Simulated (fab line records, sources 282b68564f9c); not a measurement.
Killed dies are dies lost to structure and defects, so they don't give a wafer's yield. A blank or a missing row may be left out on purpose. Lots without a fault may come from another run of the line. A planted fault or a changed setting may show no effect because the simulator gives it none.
fab line records | flow rit_cmos
record lots=5 wafers=15 last_day=7
route steps=202 shown CONTACT@172 M1@184
lots that met no fault: from a run of the same line without faults
start_h: hours from the record's first day to the start of the lot's first wafer shown | wait_h: hours since the lot's step before | " the same as in the row above | L1.1+2: a row that stands for several wafers | - no value, or no start given | * or withheld: withheld | < > ~ a bound
route shown NAME@n: a module of which the file shows steps, and the number in the route of the first | usual: mean/standard deviation of fault-free wafers | same: alike in all rows | chamber/n: place in a boat | sites: the reading at each site | _std_site: their standard deviation | _edge_site: outer sites' mean less inner sites' | radius_mm: how far each site lies from the wafer's centre | mask NAME#n: copy n | behind: the tool/chamber that last shaped the wafer | hold: why the lot was held/for how many hours/how that ended | device: the transistor (n, p or np) that didn't switch | end of line: the same wafers' tests at the end of the route | a step without rows: its recipe alone | killed: dies lost to structure and defects at the first sort, not the wafer's yield | map: a wafer's dies, x killed, . not, _ none there
set.NAME: the setting as run; set.NAME@STEP: as run at that earlier step | model.NAME: the simulator's own value behind a step, which no gauge read
lots at some steps of the route; a table a step, a row a wafer
services: from which hour (start_h, from the record's first day; less than 0 if before it) a tool's chamber was out of use, for how many hours, and why
## steps
# step RIT_CONTACT_SOFTBAKE_04
# recipe resist=NOVOLAK temp_c=90 time_s=60
# step RIT_CONTACT_EXPOSE_05
# recipe mask_id=M11 na=0.6 source_shape=conventional sigma_outer=0.5 target_cd_nm=1000 dose_mj=250
# step RIT_CONTACT_PEB_06
# recipe resist=NOVOLAK temp_c=withheld time_s=withheld
# step RIT_CONTACT_DEVELOP_07
# recipe resist=NOVOLAK develop_time_s=123 dev_temp_c=23
# step RIT_CONTACT_CD_MEAS_08
# recipe target_cd_nm=1000
# usual cd_nm=1000.4/2.5
# columns lot.wafer tool chamber start_h wait_h cd_nm
L360.1 cd_sem-01 - 56.93 - 997.0
L360.3 " - " " 998.4
L360.5 " - " " 996.9
L361.2 cd_sem-01 - 61.09 - 1003.3
L361.5 " - " " 1005.4
L361.6 " - " " 1004.8
L367.4 cd_sem-02 - 87.98 - 999.3
L367.5 " - " " 1000.2
L367.6 " - " " 1002.6
L372.3 cd_sem-01 - 114.28 - 1001.4
L372.4 " - " " 1000.3
L372.6 " - " " 1001.8
L382.2 cd_sem-01 - 169.45 - 998.8
L382.3 " - " " 1000.2
L382.4 " - " " 999.4
# step RIT_CONTACT_OVL_MEAS_09
# usual CONTACT_OVL=-0.2/1.6
# columns lot.wafer tool chamber start_h wait_h CONTACT_OVL[nm]
L360.1 overlay-02 - 57.05 0.1 1.0
L360.3 " - " " 0.9
L360.5 " - " " 1.9
L361.2 overlay-01 - 61.20 0.1 -1.9
L361.5 " - " " -2.7
L361.6 " - " " -2.9
L367.4 overlay-02 - 88.06 0.1 1.7
L367.5 " - " " -0.7
L367.6 " - " " 0.3
L372.3 overlay-01 - 114.38 0.1 -1.1
L372.4 " - " " 0.0
L372.6 " - " " -1.1
L382.2 overlay-01 - 169.56 0.1 1.0
L382.3 " - " " -0.8
L382.4 " - " " -0.5
# step RIT_CONTACT_HARDBAKE_10
# recipe resist=NOVOLAK temp_c=140 time_s=60
# step RIT_CONTACT_ETCH_11
# recipe target_depth_a=4800 over_etch_frac=0.2 stop_on=TiSi2 chemistry=CHF3/CF4/Ar target=SiO2 CHF3_flow_sccm=50 cf4_flow_sccm=10 Ar_flow_sccm=100 O2_flow_sccm=5 pressure_mtorr=100 rf_w=200 time_s=320
# usual cf4_flow_sccm=10.002/0.028 drypump_motor_current_A=5.7/0.41 oes_product_au=0.984/0.013 throttle_valve_pct=8.86/0.17
# columns lot.wafer tool chamber start_h wait_h cf4_flow_sccm drypump_motor_current_A oes_product_au rf_hours_counter_h throttle_valve_pct
L360.1 rie_diel-02 2 57.24 0.1 9.992 5.6 0.982 9 8.69
L360.3 " 3 " " 9.982 5.5 0.976 2 8.89
L360.5 " 0 " " 10.008 5.1 0.976 - 8.58
L361.2 rie_diel-04 2 61.38 0.1 9.994 5.6 0.970 98 8.76
L361.5 " 2 " " 10.004 5.6 0.966 - 8.76
L361.6 " 1 " " 10.040 6.5 1.003 - 8.99
L367.4 rie_diel-04 2 88.23 0.1 9.989 5.5 0.968 98 8.78
L367.5 " 3 " " 10.018 5.5 1.004 - 9.08
L367.6 " 2 " " 9.984 5.6 0.971 - 8.76
L372.3 rie_diel-04 1 114.55 0.1 10.012 6.4 1.007 8 9.00
L372.4 " 2 " " 10.055 5.5 0.968 99 8.76
L372.6 " 2 " " 10.021 5.5 0.969 - 8.75
L382.2 rie_diel-03 3 169.74 0.1 9.995 6.1 0.993 4 8.97
L382.3 " 0 " " 9.982 5.8 0.962 101 9.11
L382.4 " 3 " " 10.020 6.1 0.989 - 8.95
# step RIT_CONTACT_STRIP_12
# recipe chemistry=O2 time_s=180 resist=NOVOLAK platen_temp_c=withheld power_w=500 pressure_mtorr=4000 o2_flow_sccm=4000
# usual drypump_motor_current_A=5.94/0.28
# columns lot.wafer tool chamber start_h wait_h drypump_motor_current_A rf_hours_counter_h
L360.1 plasma_asher-02 1 57.43 0.1 5.71 41
L360.3 " 0 " " 6.02 -
L360.5 " 0 " " 6.03 -
L361.2 plasma_asher-02 0 61.57 0.1 6.04 42
L361.5 " 0 " " 6.03 -
L361.6 " 1 " " 5.72 -
L367.4 plasma_asher-01 1 88.48 0.2 5.67 -
L367.5 " 0 " " 5.63 -
L367.6 " 1 " " 5.67 -
L372.3 plasma_asher-04 1 114.80 0.2 6.43 -
L372.4 " 0 " " 6.05 -
L372.6 " 1 " " 6.38 -
L382.2 plasma_asher-04 1 169.93 0.1 6.37 51
L382.3 " 1 " " 6.38 -
L382.4 " 0 " " 6.02 -
# step RIT_CONTACT_CD_MEAS_90
# recipe target_cd_nm=1000
# usual cd_nm=1000.4/2.5
# columns lot.wafer tool chamber start_h wait_h cd_nm
L360.1 cd_sem-02 - 57.61 0.1 997.4
L360.3 " - " " 998.7
L360.5 " - " " 997.0
L361.2 cd_sem-02 - 61.77 0.1 1003.4
L361.5 " - " " 1005.4
L361.6 " - " " 1004.2
L367.4 cd_sem-01 - 88.66 0.1 999.6
L367.5 " - " " 1000.5
L367.6 " - " " 1003.0
L372.3 cd_sem-01 - 114.96 0.1 1001.3
L372.4 " - " " 999.8
L372.6 " - " " 1001.3
L382.2 cd_sem-01 - 170.13 0.1 998.4
L382.3 " - " " 999.9
L382.4 " - " " 999.2
# step RIT_CONTACT_CLEAN_13
# recipe chemistry=SC1 mix=3:3:50 time_s=600 temp_c=75
# step RIT_CONTACT_CLEAN_14
# recipe chemistry=SC2 mix=3:3:50 time_s=600 temp_c=75 dry=n2_spin
# step RIT_M1_SPUTTER_00
# recipe material=Al target_thk_nm=400 power_w=2000 chamber_pressure_pa=0.4 gas=Ar time_s=500 substrate_temp_c=25
# usual cathode_dc_power_W=2000.0/0.35 throttle_valve_pct=29.7/0.97
# columns lot.wafer tool chamber start_h wait_h cathode_dc_power_W throttle_valve_pct model.Al_of_M1_SPUTTER_00.thk_nm
L360.1 pvd_sputter-02 - 58.09 0.0 1999.8 28.0 400.1
L360.3 " - " " 2000.0 30.0 393.4
L360.5 " - " " 2000.4 30.4 397.9
L361.2 pvd_sputter-01 - 62.39 0.0 2000.0 30.6 403.1
L361.5 " - " " 2000.1 30.0 400.3
L361.6 " - " " 2000.3 30.6 398.6
L367.4 pvd_sputter-03 - 89.08 0.0 1999.8 28.0 398.2
L367.5 " - " " 1999.8 29.0 401.5
L367.6 " - " " 2000.0 28.3 393.7
L372.3 pvd_sputter-01 - 115.40 0.0 2000.4 30.3 633.8
L372.4 " - " " 2000.4 30.7 401.4
L372.6 " - " " 2000.2 29.7 402.6
L382.2 pvd_sputter-03 - 170.59 0.0 1999.9 28.6 395.9
L382.3 " - " " 2000.6 30.2 401.3
L382.4 " - " " 2000.0 29.0 401.5
# step RIT_M1_RS_MEAS_01
# recipe thk_meas_gauge=four-point-probe reads=Al_of_M1_SPUTTER_00
# usual M1_AL_RS=0.0735/0.00072
# columns lot.wafer tool chamber start_h wait_h M1_AL_RS[ohm/sq]
L360.1 film_metro-01 - 58.39 0.1 0.0733
L360.3 " - " " 0.0746
L360.5 " - " " 0.0737
L361.2 film_metro-01 - 62.71 0.2 0.0728
L361.5 " - " " 0.0732
L361.6 " - " " 0.0734
L367.4 film_metro-02 - 89.44 0.2 0.0737
L367.5 " - " " 0.0731
L367.6 " - " " 0.0747
L372.3 film_metro-02 - 115.74 0.2 0.0459
L372.4 " - " " 0.0730
L372.6 " - " " 0.0729
L382.2 film_metro-04 - 170.91 0.2 0.0743
L382.3 " - " " 0.0732
L382.4 " - " " 0.0731
# step RIT_M1_THK_MEAS_02
# recipe thk_meas_gauge=xrf reads=Al_of_M1_SPUTTER_00
# usual M1_AL_THK=398/4.2
# columns lot.wafer tool chamber start_h wait_h M1_AL_THK[nm]
L360.1 film_metro-01 - 58.51 0.1 399
L360.3 " - " " 392
L360.5 " - " " 399
L361.2 film_metro-01 - 62.82 0.1 403
L361.5 " - " " 399
L361.6 " - " " 400
L367.4 film_metro-02 - 89.53 0.1 392
L367.5 " - " " 393
L367.6 " - " " 389
L372.3 film_metro-02 - 115.84 0.1 634
L372.4 " - " " 400
L372.6 " - " " 403
L382.2 film_metro-04 - 171.02 0.1 393
L382.3 " - " " 398
L382.4 " - " " 400
# step RIT_M1_HMDS_03
# recipe prime_time_s=60 prime_temp_c=140
# step RIT_M1_COAT_04
# recipe resist=NOVOLAK spin_rpm=2000 resist_thk_nm=1300
# step RIT_M1_SOFTBAKE_05
# recipe resist=NOVOLAK temp_c=90 time_s=60
# step RIT_M1_EXPOSE_06
# recipe mask_id=M12 na=0.6 source_shape=conventional sigma_outer=0.5 target_cd_nm=2600 dose_mj=246.6
# step RIT_M1_PEB_07
# recipe resist=NOVOLAK temp_c=withheld time_s=withheld
# step RIT_M1_DEVELOP_08
# recipe resist=NOVOLAK develop_time_s=68 dev_temp_c=23
# step RIT_M1_CD_MEAS_09
# recipe target_cd_nm=2600
# usual cd_nm=2599.7/2.6
# columns lot.wafer tool chamber start_h wait_h cd_nm
L360.1 cd_sem-02 - 59.57 - 2597.7
L360.3 " - " " 2598.9
L360.5 " - " " 2598.9
L361.2 cd_sem-01 - 63.77 - 2600.4
L361.5 " - " " 2600.3
L361.6 " - " " 2599.6
L367.4 cd_sem-01 - 90.50 - 2605.8
L367.5 " - " " 2605.0
L367.6 " - " " 2605.4
L372.3 cd_sem-02 - 116.80 - 2601.1
L372.4 " - " " 2598.8
L372.6 " - " " 2599.4
L382.2 cd_sem-02 - 172.09 - 2601.9
L382.3 " - " " 2602.1
L382.4 " - " " 2603.1
# step RIT_M1_OVL_MEAS_10
# usual M1_OVL=0.4/1.3
# columns lot.wafer tool chamber start_h wait_h M1_OVL[nm]
L360.1 overlay-02 - 59.69 0.1 1.9
L360.3 " - " " 1.6
L360.5 " - " " 1.5
L361.2 overlay-02 - 63.87 0.1 2.1
L361.5 " - " " 2.1
L361.6 " - " " -0.5
L367.4 overlay-01 - 90.58 0.1 -0.2
L367.5 " - " " 0.0
L367.6 " - " " -1.0
L372.3 overlay-02 - 116.89 0.1 2.7
L372.4 " - " " 2.7
L372.6 " - " " 0.2
L382.2 overlay-01 - 172.20 0.1 1.9
L382.3 " - " " 3.1
L382.4 " - " " 1.9
# step RIT_M1_HARDBAKE_11
# recipe resist=NOVOLAK temp_c=140 time_s=120
# step RIT_M1_METAL_ETCH_12
# recipe stop_on=SiO2 chemistry=Cl2/BCl3 target=Al time_s=165 over_etch_frac=0.5 pressure_mtorr=100 target_depth_a=6000 rf_w=250 Cl2_flow_sccm=60 bcl3_flow_sccm=50
# usual drypump_motor_current_A=5.58/0.19 mfc_cl2_sccm=59.99/0.18 oes_product_au=0.784/0.011 throttle_valve_pct=8.26/0.071
# columns lot.wafer tool chamber start_h wait_h drypump_motor_current_A mfc_cl2_sccm oes_product_au rf_hours_counter_h throttle_valve_pct
L360.1 rie_metal-02 1 59.98 0.2 5.43 60.04 0.779 0.6 8.27
L360.3 " 0 " " 5.68 59.81 0.792 - 8.29
L360.5 " 1 " " 5.42 60.16 0.779 - 8.27
L361.2 rie_metal-04 0 64.15 0.2 5.32 60.21 0.791 2.3 8.25
L361.5 " 0 " " 5.31 60.03 0.779 - 8.29
L361.6 " 1 " " 5.88 59.88 0.791 - 8.22
L367.4 rie_metal-04 0 90.90 0.1 5.32 59.81 0.784 - 8.26
L367.5 " 1 " " 5.89 59.86 0.792 - 8.22
L367.6 " 0 " " 5.31 60.14 0.777 - 8.26
L372.3 rie_metal-01 1 117.22 0.2 5.44 60.06 0.993 - 8.11
L372.4 " 0 " " 5.69 59.90 0.784 - 8.36
L372.6 " 1 " " 5.45 59.98 0.765 - 8.12
L382.2 rie_metal-04 0 172.48 0.2 5.33 60.10 0.783 3.4 8.28
L382.3 " 0 " " 5.29 60.08 0.779 - 8.29
L382.4 " 1 " " 5.90 59.81 0.779 - 8.25
# step RIT_M1_STRIP_13
# recipe chemistry=nmp resist=NOVOLAK temp_c=80 time_s=600 dry=n2_spin
# step RIT_M1_PROBE_99
# usual defect_limited_yield=97.5/1.1 killed_at_M0_to_M3=0.0/0.12 killed_at_contacts=0.0/0.2 killed_at_front_end=6.6/2.8 killed_dies=6.6/2.8 killed_on_rim=1.8/1.2 killed_open=3.3/1.9 killed_short=3.2/1.8
# same gross_dies=264 killed_at_M4_up=0 killed_at_back_side=0 killed_at_other=0
# columns lot.wafer tool chamber start_h wait_h defect_limited_yield[%] killed_at_M0_to_M3 killed_at_contacts killed_at_front_end killed_dies killed_on_rim killed_open killed_short model.etest.tester.sort_n_pass model.etest.tester.sort_yield_pct model.etest.tester.sort_bin_5_pct model.etest.nmos_0p3.over_limit model.etest.pmos_0p3.short model.etest.pmos_0p15.short model.etest.nmos_0p3.short model.etest.gate_end_array.over_limit
L360.1 prober-02 - 62.41 0.1 99.2 0 0 2 2 1 1 1 262 99.24 0.3788 0 0 0 0 0
L360.3 prober-02 - 62.51 0.2 98.5 0 0 4 4 3 0 4 260 98.48 1.136 0 0 0 0 0
L360.5 prober-02 - 62.61 0.2 96.6 0 0 9 9 2 6 3 255 96.59 1.515 0 0 0 0 0
L361.2 prober-01 - 66.63 0.1 97.7 0 0 6 6 3 4 2 258 97.73 1.515 0 0 0 0 0
L361.5 prober-01 - 66.78 0.2 98.5 0 0 4 4 2 0 3 260 98.48 1.136 0 0 0 0 0
L361.6 prober-01 - 66.83 0.2 97.0 0 0 8 8 3 4 4 256 96.97 1.515 0 0 0 0 0
L367.4 prober-01 - 93.38 0.2 97.0 0 0 8 8 1 6 2 256 96.97 1.894 0 0 0 0 0
L367.5 prober-01 - 93.43 0.2 97.0 0 0 8 8 1 6 2 256 96.97 1.894 0 0 0 0 0
L367.6 prober-01 - 93.48 0.2 96.2 0 0 10 10 2 7 3 254 96.21 3.788 0 0 0 0 0
L372.3 prober-02 - 119.52 0.2 3.0 249 0 7 256 70 2 5 0 0 95.83 1 1 1 1 1
L372.4 prober-02 - 119.57 0.2 94.7 0 0 14 14 3 8 6 250 94.7 3.03 0 0 0 0 0
L372.6 prober-02 - 119.67 0.2 95.8 0 1 10 11 3 3 8 253 95.83 2.652 0 0 0 0 0
L382.2 prober-02 - 174.80 0.1 98.5 0 0 4 4 1 2 2 260 98.48 1.136 0 0 0 0 0
L382.3 prober-02 - 174.85 0.2 97.0 0 0 8 8 2 7 1 256 96.97 1.136 0 0 0 0 0
L382.4 prober-02 - 174.90 0.2 98.5 0 0 4 4 1 2 2 260 98.48 0.3788 0 0 0 0 0
# killed by level:class
L360.1 FOX1:geometric_particle:short=1 SILICIDE:geometric_particle:open=1
L360.3 REOX:geometric_particle:short=2 FOX1:geometric_particle:short=1 GATE:geometric_particle:short=1
L360.5 FOX1:geometric_particle:open=3 FOX1:geometric_particle:short=2 FOX2:geometric_particle:open=1 FOX2:geometric_particle:short=1 GATE:geometric_particle:open=1 SILICIDE:geometric_particle:open=1
L361.2 GATE:geometric_particle:open=3 FOX2:geometric_particle:short=1 REOX:geometric_particle:short=1 SPACER:geometric_particle:open=1
L361.5 FOX1:geometric_particle:short=1 GATE:geometric_particle:short=1 REOX:geometric_particle:short=1 GATE:coat_microbubble_printed=1
L361.6 GATE:geometric_particle:open=3 FOX2:geometric_particle:short=1 GATE:geometric_particle:short=1 REOX:geometric_particle:short=1 SPACER:geometric_particle:short=1 SILICIDE:geometric_particle:open=1
L367.4 SPACER:geometric_particle:open=2 FOX1:geometric_particle:open=1 FOX1:geometric_particle:short=1 FOX2:geometric_particle:short=1 FOX2:geometric_particle:open=1 GATE:geometric_particle:open=1 REOX:geometric_particle:open=1
L367.5 GATE:geometric_particle:open=3 SPACER:geometric_particle:open=2 FOX1:geometric_particle:short=1 REOX:geometric_particle:open=1 SPACER:geometric_particle:short=1
L367.6 GATE:geometric_particle:open=2 SPACER:geometric_particle:open=2 FOX1:geometric_particle:open=1 FOX2:geometric_particle:open=1 GATE:geometric_particle:short=1 REOX:geometric_particle:short=1 REOX:geometric_particle:open=1 SPACER:geometric_particle:short=1
L372.3 M1:area_etch=249 FOX2:geometric_particle:short=2 REOX:geometric_particle:short=2 FOX2:geometric_particle:open=1 GATE:geometric_particle:open=1 GATE:geometric_particle:short=1
L372.4 GATE:geometric_particle:short=3 GATE:geometric_particle:open=3 FOX2:geometric_particle:short=2 FOX2:geometric_particle:open=2 FOX1:geometric_particle:open=1 REOX:geometric_particle:open=1 SPACER:geometric_particle:open=1 SILICIDE:geometric_particle:short=1
L372.6 FOX2:geometric_particle:short=4 FOX1:geometric_particle:short=1 GATE:geometric_particle:short=1 GATE:geometric_particle:open=1 SPACER:geometric_particle:open=1 SILICIDE:geometric_particle:open=1 SILICIDE:geometric_particle:short=1 CONTACT:geometric_particle:short=1
L382.2 GATE:geometric_particle:open=2 GATE:geometric_particle:short=1 SILICIDE:geometric_particle:short=1
L382.3 GATE:geometric_particle:open=3 SILICIDE:geometric_particle:open=2 FOX1:geometric_particle:open=1 REOX:geometric_particle:open=1 REOX:geometric_particle:short=1
L382.4 FOX1:geometric_particle:short=1 GATE:geometric_particle:short=1 GATE:geometric_particle:open=1 SPACER:geometric_particle:open=1
# map L372.3 (x killed, . not)
________xxxxxxx_______
_____xxxxxxxxxxxxx____
____xxxxxxxxxxxxxxx___
___xxxxxxxxxxxxxxxxx__
__xxxxxxxx.xxxxxxxxxx_
__xxxxxxxx.xxxxxxxxxx_
_xxxxxxxxxxxx.xxxxxxxx
_xxxxxxxxx.xx.xxxxxxxx
_xxxxxxxxxx..xxxxxxxxx
_xxxxxxxxxx.xxxxxxxxxx
__xxxxxxxxxxxxxxxxxxx_
__xxxxxxxxxxxxxxxxxxx_
___xxxxxxxxxxxxxxxxx__
____xxxxxxxxxxxxxxx___
_____xxxxxxxxxxxxx____
________xxxxxxx_______
# map L361.6 (x killed, . not)
________......._______
_____.............____
____...............___
___x...............x__
__....x.............._
__....x.............._
_.....x...............
_.....................
_.....................
_......x..............
__..................._
__..................._
___.................__
____.......x.......___
_____.............____
________..x...._______
## services
# columns tool chamber start_h hours kind
rie_diel-03 0 33.92 22.8 repair
pvd_sputter-02 - 43.06 2.8 repair
rie_metal-01 - 44.82 4.0 pm
rie_diel-02 3 46.97 1.7 repair
plasma_asher-02 - 47.67 6.0 repair
pvd_sputter-03 - 75.93 2.6 repair
plasma_asher-02 - 77.79 6.2 repair
rie_diel-03 - 101.04 41.0 repair
rie_metal-04 - 103.27 14.6 pm
plasma_asher-01 - 105.85 1.3 repair
plasma_asher-01 - 108.39 19.9 repair
plasma_asher-02 - 108.75 9.0 pm
plasma_asher-02 0 108.75 9.0 vent_cycle
plasma_asher-02 1 108.75 9.0 vent_cycle
pvd_sputter-02 - 114.54 4.7 repair
plasma_asher-02 0 117.75 - clean
plasma_asher-02 1 117.75 - clean
rie_diel-03 0 136.82 14.8 repair
rie_diel-03 2 151.58 - clean
rie_diel-03 2 151.58 19.4 scheduled_down
rie_diel-03 2 151.58 19.4 vent_cycle
## key
first_sign step=RIT_M1_RS_MEAS_01 reading=M1_AL_RS direction=down sigmas=38 usual=0.0735 struck=0.0459
effect step=RIT_M1_THK_MEAS_02 reading=M1_AL_THK direction=up sigmas=56 usual=398 struck=634
effect step=RIT_M1_METAL_ETCH_12 reading=oes_product_au direction=up sigmas=18 usual=0.784 struck=0.993
effect step=RIT_M1_PROBE_99 reading=killed_at_M0_to_M3 direction=up sigmas=99+ usual=0.0 struck=249
model_effect step=RIT_M1_SPUTTER_00 value=Al_of_M1_SPUTTER_00.thk_nm without=408.3 struck=633.8
model_effect step=RIT_M1_PROBE_99 value=etest.tester.sort_n_pass without=257 struck=0
more_kills_born_at RIT_M1_METAL_ETCH_12@rie_metal-01=249
met_at RIT_M1_SPUTTER_00
struck_wafers L372.3
later_rows_left_out L372.3
onset_between 62.39 115.40
fault kind=process_parameter_drift tool=pvd_sputter-01 chamber=- onset_h=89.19 steps=RIT_M1_SPUTTER_00 channel=target_thk_nm offset=225.51 shape=step end_h=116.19 acts_in=these_recipes_only stated=400 scope=struck_wafers_only
# later_rows_left_out: the simulator's readings of these wafers behind a module that went badly wrong aren't trusted and aren't shown, but for the sort
